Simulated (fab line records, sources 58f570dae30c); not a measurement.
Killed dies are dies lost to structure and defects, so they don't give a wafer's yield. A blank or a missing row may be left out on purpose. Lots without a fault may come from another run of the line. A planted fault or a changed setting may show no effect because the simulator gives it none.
Chamber matching | flow berkeley_cmos170 | UCB170_GATE_ETCH_14 on rie_diel-03: 4 sister chambers
The step etches BARC in N2/H2. 14 wafers are shown with their chamber, then 7 later ones without.

WAFERS WITH THEIR CHAMBER
wafer  | chamber | drypump_motor_current_A (A) | throttle_valve_pct (%) | oes_product_au (a.u.)
L593.1 | 3       | 5.0                         | 13.32                  | 1.016
L593.2 | 2       | 4.9                         | 13.16                  | 0.987
L593.5 | 3       | 5.0                         | 13.33                  | 1.017
L595.2 | 2       | 4.9                         | 13.16                  | 0.989
L595.3 | 0       | 5.4                         | 13.32                  | 0.993
L595.5 | 2       | 4.9                         | 13.17                  | 0.997
L598.2 | 3       | 5.0                         | 13.34                  | 1.009
L598.3 | 0       | 5.5                         | 13.31                  | 0.983
L598.6 | 0       | 5.4                         | 13.34                  | 0.991
L602.2 | 1       | 5.7                         | 13.51                  | 1.022
L602.3 | 3       | 5.0                         | 13.33                  | 1.014
L602.6 | 2       | 4.9                         | 13.16                  | 0.987
L605.3 | 3       | 5.0                         | 13.33                  | 1.012
L605.5 | 1       | 5.7                         | 13.51                  | 1.006

SIGNATURES (means of the wafers above)
reading                 | chamber 0 | chamber 1 | chamber 2 | chamber 3 | scatter within a chamber
drypump_motor_current_A | 5.433     | 5.700     | 4.900     | 5.000     | 0.0258
throttle_valve_pct      | 13.3233   | 13.5100   | 13.1625   | 13.3300   | 0.00861
oes_product_au          | 0.98900   | 1.01400   | 0.99000   | 1.01360   | 0.00541
Rule: a wafer's distance from a chamber is the root of the sum, over the readings, of the square of ((its reading less the chamber's mean) divided by the reading's scatter). The wafer belongs to the nearest chamber; if the next one is less than 2 further off, it can't be placed. The scatter: the root of (the sum of the squares of (reading less its chamber's mean) over the shown wafers, divided by (wafers less chambers)).

WAFERS WITHOUT THEIR CHAMBER
wafer  | drypump_motor_current_A (A) | throttle_valve_pct (%) | oes_product_au (a.u.)
L605.6 | 5.4                         | 13.34                  | 1.004
L610.3 | 5.4                         | 13.33                  | 0.999
L610.4 | 5.7                         | 13.54                  | 0.999
L610.5 | 5.4                         | 13.33                  | 1.004
L614.1 | 5.0                         | 13.32                  | 1.011
L614.2 | 5.7                         | 13.52                  | 1.011
L614.6 | 5.7                         | 13.53                  | 1.009

WHICH CHAMBER EACH WENT THROUGH
wafer  | from the rows above | in truth
L605.6 | 0                   | 0
L610.3 | 0                   | 0
L610.4 | 1                   | 1
L610.5 | 0                   | 0
L614.1 | 3                   | 3
L614.2 | 1                   | 1
L614.6 | 1                   | 1
Placed correctly: 7 of 7. Can't be placed from these rows: 0. Placed wrongly: 0.
